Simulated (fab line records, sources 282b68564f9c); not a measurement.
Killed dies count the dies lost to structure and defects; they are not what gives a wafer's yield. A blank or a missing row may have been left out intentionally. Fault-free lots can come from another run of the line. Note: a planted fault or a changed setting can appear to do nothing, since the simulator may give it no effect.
Split-lot experiment / flow rit_cmos / route with 202 steps; 5 lots, 23 wafers read

ABOUT THE SPLIT
At RIT_SPACER_CVD_03 (deposits Si3N4 from SiH2Cl2/NH3, target thk 250 nm, time 3300 s), the setting pressure_mtorr was moved away from the recipe's 300 mTorr on 15 of the 23 wafers read, by -11.3% to +10.8%. For the rest of the wafers, this setting stayed at what the recipe calls for.

The file shows no step between the split and the reading.

THE READING
SPACER_NITRIDE_THK (nm), taken at RIT_SPACER_THK_MEAS_04. A value of 251.9 nm with a standard deviation of 1.6 nm is what fault-free wafers of this fab line usually give.

wafer=L074.2; tool, chamber at the split=-, -; pressure_mtorr as run, mTorr=300; against the recipe=recipe; SPACER_NITRIDE_THK, nm=254.3; against lot-mates on the recipe=-
wafer=L074.3; tool, chamber at the split=-, -; pressure_mtorr as run, mTorr=300; against the recipe=recipe; SPACER_NITRIDE_THK, nm=252.8; against lot-mates on the recipe=-
wafer=L074.4; tool, chamber at the split=-, -; pressure_mtorr as run, mTorr=300; against the recipe=recipe; SPACER_NITRIDE_THK, nm=253.3; against lot-mates on the recipe=-
wafer=L074.5; tool, chamber at the split=-, -; pressure_mtorr as run, mTorr=300; against the recipe=recipe; SPACER_NITRIDE_THK, nm=253.5; against lot-mates on the recipe=-
wafer=L074.6; tool, chamber at the split=-, -; pressure_mtorr as run, mTorr=300; against the recipe=recipe; SPACER_NITRIDE_THK, nm=253.1; against lot-mates on the recipe=-
wafer=L075.2; tool, chamber at the split=-, -; pressure_mtorr as run, mTorr=266; against the recipe=-11.3%; SPACER_NITRIDE_THK, nm=240.8; against lot-mates on the recipe=no lot-mate on the recipe
wafer=L075.3; tool, chamber at the split=-, -; pressure_mtorr as run, mTorr=266; against the recipe=-11.3%; SPACER_NITRIDE_THK, nm=243.0; against lot-mates on the recipe=no lot-mate on the recipe
wafer=L075.4; tool, chamber at the split=-, -; pressure_mtorr as run, mTorr=266; against the recipe=-11.3%; SPACER_NITRIDE_THK, nm=243.0; against lot-mates on the recipe=no lot-mate on the recipe
wafer=L075.5; tool, chamber at the split=-, -; pressure_mtorr as run, mTorr=266; against the recipe=-11.3%; SPACER_NITRIDE_THK, nm=243.3; against lot-mates on the recipe=no lot-mate on the recipe
wafer=L075.6; tool, chamber at the split=-, -; pressure_mtorr as run, mTorr=266; against the recipe=-11.3%; SPACER_NITRIDE_THK, nm=242.8; against lot-mates on the recipe=no lot-mate on the recipe
wafer=L080.1; tool, chamber at the split=-, -; pressure_mtorr as run, mTorr=329; against the recipe=+9.7%; SPACER_NITRIDE_THK, nm=258.1; against lot-mates on the recipe=no lot-mate on the recipe
wafer=L080.3; tool, chamber at the split=-, -; pressure_mtorr as run, mTorr=329; against the recipe=+9.7%; SPACER_NITRIDE_THK, nm=260.9; against lot-mates on the recipe=no lot-mate on the recipe
wafer=L080.4; tool, chamber at the split=-, -; pressure_mtorr as run, mTorr=329; against the recipe=+9.7%; SPACER_NITRIDE_THK, nm=260.1; against lot-mates on the recipe=no lot-mate on the recipe
wafer=L080.5; tool, chamber at the split=-, -; pressure_mtorr as run, mTorr=329; against the recipe=+9.7%; SPACER_NITRIDE_THK, nm=256.4; against lot-mates on the recipe=no lot-mate on the recipe
wafer=L080.6; tool, chamber at the split=-, -; pressure_mtorr as run, mTorr=329; against the recipe=+9.7%; SPACER_NITRIDE_THK, nm=259.6; against lot-mates on the recipe=no lot-mate on the recipe
wafer=L081.1; tool, chamber at the split=lpcvd-01, 1; pressure_mtorr as run, mTorr=300; against the recipe=recipe; SPACER_NITRIDE_THK, nm=252.4; against lot-mates on the recipe=-
wafer=L081.3; tool, chamber at the split=lpcvd-01, 1; pressure_mtorr as run, mTorr=300; against the recipe=recipe; SPACER_NITRIDE_THK, nm=251.5; against lot-mates on the recipe=-
wafer=L081.6; tool, chamber at the split=lpcvd-01, 1; pressure_mtorr as run, mTorr=300; against the recipe=recipe; SPACER_NITRIDE_THK, nm=252.0; against lot-mates on the recipe=-
wafer=L083.1; tool, chamber at the split=-, -; pressure_mtorr as run, mTorr=332.5; against the recipe=+10.8%; SPACER_NITRIDE_THK, nm=265.1; against lot-mates on the recipe=no lot-mate on the recipe
wafer=L083.3; tool, chamber at the split=-, -; pressure_mtorr as run, mTorr=332.5; against the recipe=+10.8%; SPACER_NITRIDE_THK, nm=260.0; against lot-mates on the recipe=no lot-mate on the recipe
wafer=L083.4; tool, chamber at the split=-, -; pressure_mtorr as run, mTorr=332.5; against the recipe=+10.8%; SPACER_NITRIDE_THK, nm=263.3; against lot-mates on the recipe=no lot-mate on the recipe
wafer=L083.5; tool, chamber at the split=-, -; pressure_mtorr as run, mTorr=332.5; against the recipe=+10.8%; SPACER_NITRIDE_THK, nm=262.6; against lot-mates on the recipe=no lot-mate on the recipe
wafer=L083.6; tool, chamber at the split=-, -; pressure_mtorr as run, mTorr=332.5; against the recipe=+10.8%; SPACER_NITRIDE_THK, nm=260.0; against lot-mates on the recipe=no lot-mate on the recipe

THE FIT
A straight line over all 23 wafers: SPACER_NITRIDE_THK changes by +0.831 nm for each +1% of pressure_mtorr; r = +0.98; the points scatter about the line by 1.7 nm.
Too few moved wafers have a lot-mate on the recipe to fit a line with each lot's own level taken away.

THE WHOLE CHAIN: every reading that the file lists as answering this split, in the file's order
step=RIT_SPACER_CVD_03; what it does=deposits Si3N4 from SiH2Cl2/NH3, target thk 250 nm, time 3300 s; reading=Si3N4_of_SPACER_CVD_03.thk_nm (the simulator's own value, which no gauge read); change (the file's fit)=+0.838 nm for each +1% of the setting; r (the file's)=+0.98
step=RIT_SPACER_THK_MEAS_04; what it does=; reading=SPACER_NITRIDE_THK; change (the file's fit)=+0.832 for each +1% of the setting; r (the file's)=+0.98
step=RIT_SPACER_ETCHBACK_05; what it does=etches Si3N4 in SF6/CHF3, stops on SiO2, target depth 250 nm, time 240 s; reading=etch.depth_nm (the simulator's own value, which no gauge read); change (the file's fit)=+0.851 nm for each +1% of the setting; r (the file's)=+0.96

THE FILE'S OWN FIT
SPACER_NITRIDE_THK changes by +0.832 nm for each +1% of pressure_mtorr, r = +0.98.
